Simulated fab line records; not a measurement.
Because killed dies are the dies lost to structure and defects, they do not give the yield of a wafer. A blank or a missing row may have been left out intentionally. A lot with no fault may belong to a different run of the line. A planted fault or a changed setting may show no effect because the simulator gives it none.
Which tool did it?	flow rit-cmos	24 wafers from 8 lots sampled at 2 of the route's 202 steps

== WHAT EACH GAUGE READ, for each wafer ==
RIT_PRETRO_OVL_MEAS_06.
lot	measured	on	PRETRO_OVL (nm)
L106	day 2 20:39	overlay-02	-1.6 -1.9 -1.2
L108	day 3 04:25	overlay-01	-1.1 0.6 -0.8
L110	day 3 14:34	overlay-02	-0.6 -1.6 -1.9
L113	day 4 03:50	overlay-01	-1.0 -0.6 -1.5
L115	day 4 15:01	overlay-01	3.3 2.6 2.2
L121	day 5 19:38	overlay-02	3397.4 3397.0 3397.0
L124	day 6 10:52	overlay-02	3396.9 3397.0 3397.5
L127	day 7 02:07	overlay-01	2.3 0.0 2.0

== WHAT TOOL EACH LOT RAN ON (gives the tool, then ch and the chambers of the sampled wafers, and finally the start) ==
lot	RIT_PRETRO_EXPOSE_03
L106	iline-stepper-02 ch 0, day 2 20:11
L108	iline-stepper-01 ch 0, day 3 04:01
L110	iline-stepper-01 ch 0, day 3 14:08
L113	iline-stepper-01 ch 0, day 4 03:24
L115	iline-stepper-01 ch 0, day 4 14:21
L121	iline-stepper-02 ch 0, day 5 19:13
L124	iline-stepper-02 ch 0, day 6 10:26
L127	iline-stepper-01 ch 0, day 7 01:41
- RIT_PRETRO_EXPOSE_03: exposes mask M5, target cd 43700 nm.

== THE ANSWER, worked out from the rows above alone ==
Rule: the lots themselves supply what counts as usual. Put in order of their means at a reading, lots are off if they are a third of the lots or fewer, leave a main group of 4 or more, and stand apart from it by a gap of 3 or more times the standard deviation of the main group's means; of several such gaps the widest counts. If all means in a main group match to the digits the tables above print for the reading, that group is not used. A lot without any number at a reading at which 4 lots or more have one is off too. All remaining lots with rows at the step are treated as sound.
Off: L121, L124, seen at RIT_PRETRO_OVL_MEAS_06 (PRETRO_OVL). The main group has a mean of -0.0 nm with a standard deviation of 1.6.
A tool fits if, at a process step before that reading, it ran every lot that is off, and no sound lot after the first of them. Those tools and the gauges at RIT_PRETRO_OVL_MEAS_06 are tried in the same way. This does not decide it: 2 tools fit, namely iline-stepper-02 at RIT_PRETRO_EXPOSE_03 and overlay-02 at RIT_PRETRO_OVL_MEAS_06.

== WHAT THE SIMULATOR HAD PUT IN ==
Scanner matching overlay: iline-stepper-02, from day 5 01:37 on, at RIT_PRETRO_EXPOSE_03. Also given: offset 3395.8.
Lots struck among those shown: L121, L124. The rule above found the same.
